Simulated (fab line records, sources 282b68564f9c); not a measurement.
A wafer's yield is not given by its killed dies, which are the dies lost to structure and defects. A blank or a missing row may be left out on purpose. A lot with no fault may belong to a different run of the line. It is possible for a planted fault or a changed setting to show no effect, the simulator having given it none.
Comparing a struck lot with a sound one + flow rit cmos + 15 out of 202 route steps
Sound: wafers L198.1, L198.2, L198.5. Struck: wafers L191.1, L191.3, L191.4. The cause is given at the end.
Per side, at each step with rows, come the tool, then ch with its chambers, and then its first start. Under that, the readings that differ: sound wafers + struck wafers + difference of the means + sigmas: that difference in standard deviations of wafers without a fault.
alike: a reading whose means differ by less than 2 such deviations, as well as words and numbers matching on both sides. not compared: withheld readings; readings where some wafer has no value; bounds like >300 that might hide an equal value; numbers whose values overlap and for which the record gives no deviation.
Wherever a step has rows on one side only, a row that says differs or no value, or a row with sigmas, the two part there. Numbers that have no deviation but don't overlap get no sigmas and don't part them. Lack of a reading on every wafer of one side parts them only where that side has two or more wafers.

first, 2 steps without rows for these wafers: RIT_NRETRO_HARDBAKE_07 (time 120 s); RIT_NRETRO_IMPLANT_08.
RIT_NRETRO_STRIP_09: strips in O2, time 180 s.
  sound on plasma asher-01 ch 0,1, day 6 11:18; struck on plasma asher-02 ch 0,1, day 5 02:23
  alike: drypump motor current A, rf refl power W
  not compared: rf hours counter h
RIT_NRETRO_TW_MEAS_10:
  sound: film metro-03 at day 6 11:28; struck: film metro-03 at day 5 02:34
  alike: NRETRO_TW
then, 6 steps without rows for these wafers: RIT_PRETRO_HMDS_00 (prime time 60 s); RIT_PRETRO_COAT_01 (resist thk 1300 nm); RIT_PRETRO_SOFTBAKE_02 (time 60 s); RIT_PRETRO_EXPOSE_03 (exposes mask M5, target cd 43700 nm); RIT_PRETRO_PEB_04; RIT_PRETRO_DEVELOP_05 (develop time 68 s).
RIT_PRETRO_OVL_MEAS_06:
  sound: overlay-02 at day 6 12:38; struck: overlay-01 at day 5 03:30
  alike: PRETRO_OVL
then, 1 step without rows for these wafers: RIT_PRETRO_HARDBAKE_07 (time 120 s).
RIT_PRETRO_IMPLANT_08:
  sound on implanter-03 ch 0, day 6 12:55; struck on implanter-02 ch 0, day 5 03:53
| reading       | sound                            | struck                           | difference  | sigmas |
|---------------|----------------------------------|----------------------------------|-------------|--------|
| dose ions cm2 | 1.1991e+13 1.1998e+13 1.2023e+13 | 1.2386e+13 1.2425e+13 1.2406e+13 | +4.0167e+11 | +33    |
  alike: beam energy keV, faraday current uA
RIT_PRETRO_STRIP_09: strips in O2, time 180 s.
  sound on plasma asher-02 ch 0,1, day 6 13:04; struck on plasma asher-03 ch 0,1, day 5 04:02
  alike: drypump motor current A, rf refl power W
  not compared: rf hours counter h
RIT_M1_PROBE_99:
  sound wafers here have rows in the record (prober-01, day 7 16:52); struck ones have none

WHERE THEY PART
At RIT_PRETRO_IMPLANT_08 first; at RIT_M1_PROBE_99 last (within this record only).

WHY: the cause the simulator had injected
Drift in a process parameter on implanter-02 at RIT_PRETRO_IMPLANT_08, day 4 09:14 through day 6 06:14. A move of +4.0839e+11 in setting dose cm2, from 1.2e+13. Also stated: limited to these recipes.
